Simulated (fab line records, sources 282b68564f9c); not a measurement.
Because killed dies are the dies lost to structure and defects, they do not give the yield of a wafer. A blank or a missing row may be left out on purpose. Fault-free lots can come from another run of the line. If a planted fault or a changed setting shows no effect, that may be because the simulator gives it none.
fab line records	flow rit-cmos
[record] lots = 6	wafers = 18	last-day = 7
route steps=202 shown CONTACT@177 M1@184
lots with no fault: from the same line, run without faults
start-h: hours from the record's first day to the start of the lot's first wafer shown	wait-h: hours from the lot's prior step to this one	" the same as in the row above	L1.1+2: one row covering several wafers at once	- no value present, or no start provided	* or withheld: withheld	< > ~ a bound
route shown NAME@n: NAME is a module with steps in the file, n the number in the route of the first one	usual: the fault-free wafers' mean and standard deviation	same: alike in all rows	chamber/n: place in a boat	sites: per-site readings	_std_site: their standard deviation	_edge_site: the outer-site mean with the inner-site mean subtracted	radius-mm: for every site, how far away it sits from the centre of the wafer	mask NAME#n: copy n	behind: tool/chamber where the wafer was last shaped	hold: why the lot went on hold/how many hours it stayed there/how the hold came to an end	device: whichever transistor did not switch (one of n, p or np)	end of line: the route-end tests of the same wafers	where a step has no rows: the recipe by itself	killed: the dies lost at the first sort to structure and to defects; this is not the yield of the wafer	map: a wafer's dies, x killed, . not, _ none there
set.NAME: the setting the step ran with; set.NAME@STEP: the setting that earlier step ran with	model.NAME: the simulator's own value behind a step, which no gauge read
certain route steps with their lots: each step a table, each wafer a row
services: the hour from which a tool's chamber was out of use, counted from the record's first day as start-h (under 0 if before that day), plus the number of hours and why
[[steps]]
[step RIT_CONTACT_OVL_MEAS_09]
[usual] CONTACT_OVL = -0.8/1.7
lot.wafer	tool	chamber	start-h	wait-h	CONTACT_OVL[nm]
L477.2	overlay-02	-	66.34	0.1	-1.8
L477.3	"	-	"	"	-2.5
L477.4	"	-	"	"	-3.1
L479.2	overlay-02	-	81.81	0.1	-1.4
L479.3	"	-	"	"	-0.1
L479.5	"	-	"	"	-2.2
L485.2	overlay-01	-	112.63	0.1	-0.6
L485.3	"	-	"	"	-0.3
L485.5	"	-	"	"	-0.3
L488.2	overlay-01	-	127.35	0.1	-0.2
L488.5	"	-	"	"	0.7
L488.6	"	-	"	"	-0.5
L494.4	overlay-02	-	157.24	0.1	0.8
L494.5	"	-	"	"	1.9
L494.6	"	-	"	"	0.4
L497.3	overlay-02	-	172.17	0.1	-0.2
L497.5	"	-	"	"	-2.0
L497.6	"	-	"	"	-1.0
[step RIT_CONTACT_HARDBAKE_10]
[recipe] resist = NOVOLAK	temp-c = 140	time-s = 60
[step RIT_CONTACT_ETCH_11]
[recipe] target-depth-a = 4800	over-etch-frac = 0.2	stop-on = TiSi2	chemistry = CHF3/CF4/Ar	target = SiO2	CHF3_flow_sccm = 50	cf4-flow-sccm = 10	Ar_flow_sccm = 100	O2_flow_sccm = 5	pressure-mtorr = 100	rf-w = 200	time-s = 320
[usual] drypump-motor-current-A = 5.8/0.5	oes-product-au = 0.989/0.012	throttle-valve-pct = 8.87/0.19
lot.wafer	tool	chamber	start-h	wait-h	drypump-motor-current-A	oes-product-au	rf-hours-counter-h	throttle-valve-pct
L477.2	rie-diel-02	1	66.52	0.1	6.6	1.005	120	9.06
L477.3	"	3	"	"	5.2	0.974	72	9.13
L477.4	"	0	"	"	6.3	0.985	167	8.66
L479.2	rie-diel-01	1	81.99	0.1	6.3	0.978	47	8.96
L479.3	"	0	"	"	5.3	0.991	4	8.82
L479.5	"	1	"	"	6.3	0.982	-	8.94
L485.2	rie-diel-02	2	112.81	0.1	6.3	0.977	4	8.59
L485.3	"	1	"	"	6.6	1.007	121	9.06
L485.5	"	0	"	"	6.3	0.978	-	8.67
L488.2	rie-diel-02	1	127.53	0.1	6.6	1.008	122	9.05
L488.5	"	0	"	"	6.3	0.976	-	8.66
L488.6	"	1	"	"	6.6	1.008	-	9.06
L494.4	rie-diel-04	0	157.41	0.1	5.8	0.978	119	9.08
L494.5	"	0	"	"	5.9	0.981	-	9.05
L494.6	"	3	"	"	6.1	1.001	-	8.73
L497.3	rie-diel-01	3	172.34	0.1	5.4	1.005	134	8.64
L497.5	"	2	"	"	5.5	0.988	-	9.12
L497.6	"	3	"	"	5.4	1.008	-	8.62
[step RIT_CONTACT_STRIP_12]
[recipe] chemistry = O2	time-s = 180	resist = NOVOLAK	platen-temp-c = withheld	power-w = 500	pressure-mtorr = 4000	o2-flow-sccm = 4000
[usual] drypump-motor-current-A = 5.9/0.48
lot.wafer	tool	chamber	start-h	wait-h	drypump-motor-current-A	rf-hours-counter-h
L477.2	plasma-asher-01	0	66.71	0.1	5.8	27
L477.3	"	0	"	"	5.8	-
L477.4	"	1	"	"	6.3	-
L479.2	plasma-asher-02	0	82.18	0.1	6.6	43
L479.3	"	1	"	"	5.7	-
L479.5	"	0	"	"	6.6	-
L485.2	plasma-asher-02	0	113.00	0.1	6.6	46
L485.3	"	0	"	"	6.6	-
L485.5	"	0	"	"	6.6	-
L488.2	plasma-asher-04	0	127.73	0.1	5.4	1
L488.5	"	0	"	"	5.4	-
L488.6	"	1	"	"	5.1	-
L494.4	plasma-asher-04	1	157.66	0.2	5.1	-
L494.5	"	1	"	"	5.1	-
L494.6	"	0	"	"	5.4	-
L497.3	plasma-asher-01	1	172.60	0.2	6.3	-
L497.5	"	0	"	"	5.8	-
L497.6	"	1	"	"	6.2	-
[step RIT_CONTACT_CD_MEAS_90]
[recipe] target-cd-nm = 1000
[usual] cd-nm = 999.6/1.6
lot.wafer	tool	chamber	start-h	wait-h	cd-nm
L477.2	cd-sem-02	-	66.91	0.1	1001.0
L477.3	"	-	"	"	999.2
L477.4	"	-	"	"	998.2
L479.2	cd-sem-02	-	82.38	0.1	999.8
L479.3	"	-	"	"	997.2
L479.5	"	-	"	"	997.4
L485.2	cd-sem-01	-	113.20	0.1	1000.6
L485.3	"	-	"	"	1000.3
L485.5	"	-	"	"	1001.5
L488.2	cd-sem-01	-	127.92	0.1	996.5
L488.5	"	-	"	"	998.5
L488.6	"	-	"	"	998.6
L494.4	cd-sem-01	-	157.84	0.1	999.7
L494.5	"	-	"	"	999.5
L494.6	"	-	"	"	999.1
L497.3	cd-sem-01	-	172.75	0.1	1002.1
L497.5	"	-	"	"	998.9
L497.6	"	-	"	"	1001.2
[step RIT_CONTACT_CLEAN_13]
[recipe] chemistry = SC1	mix = 3:3:50	time-s = 600	temp-c = 75
[step RIT_CONTACT_CLEAN_14]
[recipe] chemistry = SC2	mix = 3:3:50	time-s = 600	temp-c = 75	dry = n2-spin
[step RIT_M1_SPUTTER_00]
[recipe] material = Al	target-thk-nm = 400	power-w = 2000	chamber-pressure-pa = 0.4	gas = Ar	time-s = 500	substrate-temp-c = 25
[usual] throttle-valve-pct = 30.1/1.3
lot.wafer	tool	chamber	start-h	wait-h	throttle-valve-pct
L477.2	pvd-sputter-02	-	67.53	0.0	29.8
L477.3	"	-	"	"	28.1
L477.4	"	-	"	"	32.4
L479.2	pvd-sputter-02	-	82.84	0.0	28.1
L479.3	"	-	"	"	29.9
L479.5	"	-	"	"	30.2
L485.2	pvd-sputter-02	-	113.66	0.0	29.7
L485.3	"	-	"	"	28.0
L485.5	"	-	"	"	27.7
L488.2	pvd-sputter-01	-	128.39	0.0	30.2
L488.5	"	-	"	"	30.6
L488.6	"	-	"	"	28.3
L494.4	pvd-sputter-03	-	158.26	0.0	30.2
L494.5	"	-	"	"	30.9
L494.6	"	-	"	"	29.9
L497.3	pvd-sputter-01	-	173.20	0.0	30.6
L497.5	"	-	"	"	28.3
L497.6	"	-	"	"	30.6
[step RIT_M1_RS_MEAS_01]
[recipe] thk-meas-gauge = four-point-probe	reads = Al_of_M1_SPUTTER_00
[usual] M1_AL_RS = 0.0737/0.00076
lot.wafer	tool	chamber	start-h	wait-h	M1_AL_RS[ohm/sq]
L477.2	film-metro-04	-	67.84	0.2	0.0732
L477.3	"	-	"	"	0.0739
L477.4	"	-	"	"	0.0730
L479.2	film-metro-03	-	83.16	0.2	0.0745
L479.3	"	-	"	"	0.0744
L479.5	"	-	"	"	0.0752
L485.2	film-metro-04	-	113.98	0.2	0.0731
L485.3	"	-	"	"	0.0737
L485.5	"	-	"	"	0.0736
L488.2	film-metro-03	-	128.70	0.2	0.0746
L488.5	"	-	"	"	0.0747
L488.6	"	-	"	"	0.0745
L494.4	film-metro-04	-	158.62	0.2	0.0742
L494.5	"	-	"	"	0.0735
L494.6	"	-	"	"	0.0739
L497.3	film-metro-02	-	173.53	0.2	0.0723
L497.5	"	-	"	"	0.0717
L497.6	"	-	"	"	0.0725
[step RIT_M1_THK_MEAS_02]
[recipe] thk-meas-gauge = xrf	reads = Al_of_M1_SPUTTER_00
[usual] M1_AL_THK = 394/4.6
lot.wafer	tool	chamber	start-h	wait-h	M1_AL_THK[nm]
L477.2	film-metro-04	-	67.95	0.1	395
L477.3	"	-	"	"	395
L477.4	"	-	"	"	396
L479.2	film-metro-03	-	83.27	0.1	391
L479.3	"	-	"	"	394
L479.5	"	-	"	"	387
L485.2	film-metro-04	-	114.09	0.1	392
L485.3	"	-	"	"	389
L485.5	"	-	"	"	393
L488.2	film-metro-03	-	128.81	0.1	394
L488.5	"	-	"	"	394
L488.6	"	-	"	"	393
L494.4	film-metro-04	-	158.71	0.1	391
L494.5	"	-	"	"	394
L494.6	"	-	"	"	391
L497.3	film-metro-02	-	173.63	0.1	399
L497.5	"	-	"	"	406
L497.6	"	-	"	"	400
[step RIT_M1_HMDS_03]
[recipe] prime-time-s = 60	prime-temp-c = 140
[step RIT_M1_COAT_04]
[recipe] resist = NOVOLAK	spin-rpm = 2000	resist-thk-nm = 1300
[step RIT_M1_SOFTBAKE_05]
[recipe] resist = NOVOLAK	temp-c = 90	time-s = 60
[usual] heater-power-total-W = 34.56/0.046	plate-temp-C = 90.00/0.11
lot.wafer	tool	chamber	start-h	wait-h	heater-power-total-W	plate-temp-C
L477.2	litho-track-02	0	68.33	0.1	34.51	89.99
L477.3	"	0	"	"	34.54	90.11
L477.4	"	0	"	"	34.53	90.11
L479.2	litho-track-01	0	83.64	0.1	34.57	90.07
L479.3	"	0	"	"	34.56	89.86
L479.5	"	0	"	"	34.48	89.81
L485.2	litho-track-02	0	114.46	0.1	33.53	87.99
L485.3	"	0	"	"	33.52	88.00
L485.5	"	0	"	"	33.53	88.09
L488.2	litho-track-02	0	129.19	0.1	33.48	87.93
L488.5	"	0	"	"	33.49	88.05
L488.6	"	0	"	"	33.50	87.90
L494.4	litho-track-03	0	159.11	0.1	34.60	90.09
L494.5	"	0	"	"	34.57	90.05
L494.6	"	0	"	"	34.51	90.01
L497.3	litho-track-03	0	174.02	0.1	34.46	89.94
L497.5	"	0	"	"	34.59	90.09
L497.6	"	0	"	"	34.62	89.84
[step RIT_M1_EXPOSE_06]
[recipe] mask-id = M12	na = 0.6	source-shape = conventional	sigma-outer = 0.5	target-cd-nm = 2600	dose-mj = 250
[step RIT_M1_PEB_07]
[recipe] resist = NOVOLAK	temp-c = withheld	time-s = withheld
[step RIT_M1_DEVELOP_08]
[recipe] resist = NOVOLAK	develop-time-s = 68	dev-temp-c = 23
lot.wafer	tool	chamber	start-h	wait-h	model.NOVOLAK_of_M1_COAT_04.thk-nm
L477.2	litho-track-02	0	-	-	1302
L477.3	"	0	"	"	1297
L477.4	"	0	"	"	1298
L479.2+3	litho-track-01	0	-	-	1296
L479.5	"	0	"	"	1294
L485.2	litho-track-02	0	-	-	1301
L485.3	"	0	"	"	1304
L485.5	"	0	"	"	1298
L488.2	litho-track-01	0	-	-	1306
L488.5	"	0	"	"	1303
L488.6	"	0	"	"	1305
L494.4	litho-track-01	0	-	-	1300
L494.5	"	0	"	"	1299
L494.6	"	0	"	"	1301
L497.3	litho-track-01	0	-	-	1300
L497.5	"	0	"	"	1301
L497.6	"	0	"	"	1293
[step RIT_M1_CD_MEAS_09]
[recipe] target-cd-nm = 2600
[usual] cd-nm = 2599.3/2.8
lot.wafer	tool	chamber	start-h	wait-h	cd-nm
L477.2	cd-sem-02	-	68.90	-	2602.0
L477.3	"	-	"	"	2596.6
L477.4	"	-	"	"	2598.9
L479.2	cd-sem-01	-	84.34	-	2605.7
L479.3	"	-	"	"	2602.8
L479.5	"	-	"	"	2601.4
L485.2	cd-sem-02	-	115.26	-	2600.9
L485.3	"	-	"	"	2600.2
L485.5	"	-	"	"	2599.2
L488.2	cd-sem-01	-	129.76	-	2598.9
L488.5	"	-	"	"	2598.4
L488.6	"	-	"	"	2600.4
L494.4	cd-sem-02	-	159.74	-	2598.4
L494.5	"	-	"	"	2598.3
L494.6	"	-	"	"	2601.3
L497.3	cd-sem-01	-	174.59	-	2596.0
L497.5	"	-	"	"	2600.0
L497.6	"	-	"	"	2596.1
[step RIT_M1_PROBE_99]
[usual] defect-limited-yield = 97.3/1.1	killed-at-contacts = 0.1/0.24	killed-at-front-end = 7.1/3	killed-dies = 7.2/3	killed-open = 3.7/2	killed-short = 3.5/2	sort_bin_3_pad_short = 0.1/0.2	sort_bin_5_function = 1.6/0.73	sort_bin_6_memory = 1.0/0.67	sort-n-pass = 256.8/3	sort-yield-pct = 97.3/1.1
[same] gross-dies = 264	killed_at_M0_to_M3 = 0	killed_at_M4_up = 0	killed-at-back-side = 0	killed-at-other = 0
lot.wafer	tool	chamber	start-h	wait-h	defect-limited-yield[%]	killed-at-contacts	killed-at-front-end	killed-dies	killed-open	killed-short	sort_bin_3_pad_short[%]	sort_bin_5_function[%]	sort_bin_6_memory[%]	sort-n-pass	sort-yield-pct[%]
L477.2	prober-02	-	72.91	0.1	99.6	0	1	1	0	1	0	0.4	0	263.0	99.6
L477.3	prober-02	-	72.96	0.2	98.5	0	4	4	3	1	0	0.4	1.1	260.0	98.5
L477.4	prober-02	-	73.01	0.2	98.5	0	4	4	3	1	0	1.1	0.4	260.0	98.5
L479.2	prober-02	-	87.48	0.1	98.1	0	5	5	4	1	0	1.5	0.4	259.0	98.1
L479.3	prober-02	-	87.53	0.2	97.0	0	8	8	3	5	0	2.3	0.8	256.0	97.0
L479.5	prober-02	-	87.63	0.2	98.9	0	3	3	2	1	0	0.4	0.8	261.0	98.9
L485.2	prober-02	-	118.72	0.1	97.7	0	6	6	1	5	0	1.9	0.4	258.0	97.7
L485.3	prober-02	-	118.77	0.2	98.5	0	4	4	0	4	0	1.5	0	260.0	98.5
L485.5	prober-02	-	118.87	0.2	95.5	0	12	12	6	6	0.4	2.7	1.5	252.0	95.5
L488.2	prober-01	-	135.92	0.1	96.6	0	9	9	4	5	0	1.9	1.5	255.0	96.6
L488.5	prober-01	-	136.07	0.2	98.1	1	4	5	1	4	0.4	0.8	0.8	259.0	98.1
L488.6	prober-01	-	136.12	0.2	96.6	1	8	9	4	5	0	2.3	1.1	255.0	96.6
L494.4	prober-01	-	163.79	0.2	98.5	0	4	4	2	2	0.4	0.4	0.8	260.0	98.5
L494.5	prober-01	-	163.84	0.2	98.1	0	5	5	2	3	0	1.5	0.4	259.0	98.1
L494.6	prober-01	-	163.89	0.2	96.6	0	9	9	4	5	0.4	2.3	0.8	255.0	96.6
L497.3	prober-02	-	177.72	0.2	97.0	0	8	8	5	3	0	0.8	2.3	256.0	97.0
L497.5	prober-02	-	177.82	0.2	96.6	0	9	9	4	5	0	1.5	1.9	255.0	96.6
L497.6	prober-02	-	177.87	0.2	97.7	0	6	6	4	2	0	1.1	1.1	258.0	97.7
// killed by level:class
L477.2 REOX:geometric-particle:short=1
L477.3 GATE:geometric-particle:open=2 REOX:geometric-particle:short=1 SILICIDE:geometric-particle:open=1
L477.4 GATE:geometric-particle:open=2 REOX:geometric-particle:short=1 SILICIDE:geometric-particle:open=1
L479.2 GATE:geometric-particle:open=2 FOX2:geometric-particle:open=1 SPACER:geometric-particle:open=1 SPACER:geometric-particle:short=1
L479.3 GATE:geometric-particle:short=2 FOX1:geometric-particle:open=1 FOX1:geometric-particle:short=1 FOX2:geometric-particle:short=1 GATE:geometric-particle:open=1 REOX:geometric-particle:short=1 SILICIDE:geometric-particle:open=1
L479.5 FOX1:geometric-particle:short=1 GATE:geometric-particle:open=1 SPACER:geometric-particle:open=1
L485.2 REOX:geometric-particle:short=2 FOX1:geometric-particle:short=1 FOX2:geometric-particle:short=1 REOX:geometric-particle:open=1 SPACER:geometric-particle:short=1
L485.3 SILICIDE:geometric-particle:short=2 GATE:geometric-particle:short=1 SPACER:geometric-particle:short=1
L485.5 GATE:geometric-particle:open=3 GATE:geometric-particle:short=3 FOX1:geometric-particle:open=1 FOX2:geometric-particle:short=1 REOX:geometric-particle:short=1 REOX:geometric-particle:open=1 SPACER:geometric-particle:open=1 SPACER:geometric-particle:short=1
L488.2 SILICIDE:geometric-particle:short=3 GATE:geometric-particle:open=2 REOX:geometric-particle:open=2 FOX1:geometric-particle:short=1 GATE:geometric-particle:short=1
L488.5 FOX1:geometric-particle:short=1 GATE:geometric-particle:short=1 REOX:geometric-particle:short=1 SILICIDE:geometric-particle:short=1 CONTACT:geometric-particle:open=1
L488.6 SILICIDE:geometric-particle:open=2 SILICIDE:geometric-particle:short=2 GATE:geometric-particle:open=1 GATE:geometric-particle:short=1 REOX:geometric-particle:short=1 REOX:geometric-particle:open=1 CONTACT:geometric-particle:short=1
L494.4 FOX2:geometric-particle:short=2 FOX1:geometric-particle:open=1 SPACER:geometric-particle:open=1
L494.5 ACTIVE:geometric-particle:short=1 FOX1:geometric-particle:open=1 FOX1:geometric-particle:short=1 SPACER:geometric-particle:open=1 SILICIDE:geometric-particle:short=1
L494.6 SPACER:geometric-particle:short=3 FOX1:geometric-particle:open=1 FOX2:geometric-particle:open=1 REOX:geometric-particle:short=1 REOX:geometric-particle:open=1 SPACER:geometric-particle:open=1 SILICIDE:geometric-particle:short=1
L497.3 FOX2:geometric-particle:open=3 GATE:geometric-particle:open=2 FOX2:geometric-particle:short=1 GATE:geometric-particle:short=1 SPACER:geometric-particle:short=1
L497.5 SPACER:geometric-particle:short=3 FOX2:geometric-particle:short=2 FOX1:geometric-particle:open=1 GATE:geometric-particle:open=1 SPACER:geometric-particle:open=1 SILICIDE:geometric-particle:open=1
L497.6 FOX1:geometric-particle:open=1 FOX1:geometric-particle:short=1 FOX2:geometric-particle:short=1 GATE:geometric-particle:open=1 REOX:geometric-particle:open=1 SILICIDE:geometric-particle:open=1
[[services]]
tool	chamber	start-h	hours	kind
rie-diel-02	-	44.06	15.6	pm
rie-diel-01	-	64.93	14.6	pm
rie-diel-02	1	71.90	7.7	repair
rie-diel-02	0	75.18	1.3	repair
rie-diel-04	2	82.42	-	clean
rie-diel-04	2	82.42	12.5	scheduled-down
rie-diel-04	2	82.42	12.5	vent-cycle
pvd-sputter-02	-	85.74	2.0	repair
rie-diel-02	0	87.15	-	clean
rie-diel-02	0	87.15	15.4	scheduled-down
rie-diel-02	0	87.15	15.4	vent-cycle
rie-diel-02	3	87.56	9.3	repair
plasma-asher-04	-	108.75	9.0	pm
plasma-asher-04	0	108.75	9.0	vent-cycle
plasma-asher-04	1	108.75	9.0	vent-cycle
plasma-asher-04	0	117.75	-	clean
plasma-asher-04	1	117.75	-	clean
plasma-asher-04	-	135.51	1.5	repair
rie-diel-04	-	144.67	1.0	repair
rie-diel-02	-	149.96	2.8	pm
pvd-sputter-01	-	152.01	19.6	repair
pvd-sputter-02	-	154.25	9.3	repair
rie-diel-01	2	165.78	1.7	repair
[[key]]
[first-sign] step = RIT_M1_SOFTBAKE_05	reading = heater-power-total-W	direction = down	sigmas = 23	usual = 34.56	struck = 33.51
[effect] step = RIT_M1_SOFTBAKE_05	reading = plate-temp-C	direction = down	sigmas = 18	usual = *	struck = *
[model-effect] step = RIT_M1_DEVELOP_08	value = NOVOLAK_of_M1_COAT_04.thk-nm	without = 1296	struck = 1303
met-at RIT_M1_SOFTBAKE_05
struck-wafers L485.2,L485.3,L485.5,L488.2,L488.5,L488.6
onset-between 68.33 114.46
[fault] kind = process-parameter-drift	tool = litho-track-02	chamber = -	onset-h = 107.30	steps = RIT_M1_SOFTBAKE_05	channel = temp-c	offset = *	shape = step	end-h = 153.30	acts-in = *	stated = *
